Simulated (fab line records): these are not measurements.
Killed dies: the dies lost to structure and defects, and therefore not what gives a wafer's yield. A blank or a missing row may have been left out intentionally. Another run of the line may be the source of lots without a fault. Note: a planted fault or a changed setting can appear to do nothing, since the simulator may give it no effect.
Split-lot trial | flow rit_cmos | 23 wafers read from 5 lots, route of 202 steps

## ABOUT THE SPLIT
At RIT_NWELL_IMPLANT_08, the setting energy_kev was moved away from the recipe's 170 on 5 of the 23 wafers read, by +2.0% to +3.6%. This setting was run at the recipe's value on the other wafers.

The reading comes from the split's own step.

## THE READING
In nm, at RIT_NWELL_IMPLANT_08: implant.drp_nm, which is the simulator's own figure and was read by no gauge. The file does not state a usual value for it.

wafer  | tool, chamber at the split | energy_kev as run | against the recipe | implant.drp_nm, nm | against lot-mates on the recipe
L075.2 | implanter-02, 0            | 170               | recipe             | 68.82              | -
L075.3 | implanter-02, 0            | 170               | recipe             | 68.82              | -
L075.4 | implanter-02, 0            | 170               | recipe             | 68.82              | -
L075.5 | implanter-02, 0            | 170               | recipe             | 68.82              | -
L075.6 | implanter-02, 0            | 170               | recipe             | 68.82              | -
L078.1 | implanter-01, 0            | 170               | recipe             | 68.82              | -
L078.3 | implanter-01, 0            | 170               | recipe             | 68.82              | -
L078.6 | implanter-01, 0            | 170               | recipe             | 68.82              | -
L078.2 | implanter-01, 0            | 173.4             | +2.0%              | 69.85              | +1.03
L078.5 | implanter-01, 0            | 173.4             | +2.0%              | 69.85              | +1.03
L079.1 | implanter-01, 0            | 176.2             | +3.6%              | 70.7               | +1.88
L079.2 | implanter-01, 0            | 176.2             | +3.6%              | 70.7               | +1.88
L079.4 | implanter-01, 0            | 176.2             | +3.6%              | 70.7               | +1.88
L079.3 | implanter-01, 0            | 170               | recipe             | 68.82              | -
L079.6 | implanter-01, 0            | 170               | recipe             | 68.82              | -
L082.1 | implanter-01, 0            | 170               | recipe             | 68.82              | -
L082.2 | implanter-01, 0            | 170               | recipe             | 68.82              | -
L082.3 | implanter-01, 0            | 170               | recipe             | 68.82              | -
L084.1 | implanter-03, 0            | 170               | recipe             | 68.82              | -
L084.2 | implanter-03, 0            | 170               | recipe             | 68.82              | -
L084.3 | implanter-03, 0            | 170               | recipe             | 68.82              | -
L084.4 | implanter-03, 0            | 170               | recipe             | 68.82              | -
L084.6 | implanter-03, 0            | 170               | recipe             | 68.82              | -

THE FIT
A straight line over all 23 wafers: implant.drp_nm changes by +0.515 nm for each +1% of energy_kev; r = +1.00; the points scatter about the line by 0.00027 nm.
The same after taking each lot's own level away (the mean of its wafers on the recipe; 23 wafers): +0.515 nm for each +1%; r = +1.00; scatter 0.00027 nm.
On that fit, the largest move of energy_kev shifts the reading by 1.9 nm.
The lots' own levels span 68.820 to 68.820 nm.
The two slopes are in agreement: the lot-to-lot level therefore moves the slope only a little.
Check: with one of the wafers moved furthest among these (+3.6%) left out of the fit, the line predicts +1.88 nm for it against its lot-mates. Against them it came out at +1.88 nm.

## THE OTHER SPLITS THESE WAFERS WENT THROUGH
Other splits were also applied to these wafers ahead of the reading. Each is held against what the fit with the lots' levels taken away leaves over:
other split on the same wafers    | wafers away from the commonest value | r with implant.drp_nm (lot level and that fit taken away)
RIT_ACTIVE_CVD_03 pressure_mtorr  | 15                                   | -0.17
RIT_ACTIVE_ETCH_13 over_etch_frac | 8                                    | +0.13
RIT_FOX2_OXIDATION_00 ox_time_s   | 10                                   | -0.23
RIT_NWELL_SOFTBAKE_02 temp_c      | 7                                    | -0.35

## THE WHOLE CHAIN: every reading that the file lists as answering this split, in the file's order
step                 | what it does | reading                                                         | change (the file's fit)               | r (the file's)
RIT_NWELL_IMPLANT_08 |              | implant.rp_nm (the simulator's own value, which no gauge read)  | +2.25 nm for each +1% of the setting  | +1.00
RIT_NWELL_IMPLANT_08 |              | implant.drp_nm (the simulator's own value, which no gauge read) | +0.515 nm for each +1% of the setting | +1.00

## THE FILE'S OWN FIT
implant.drp_nm changes by +0.515 nm for each +1% of energy_kev, r = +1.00.
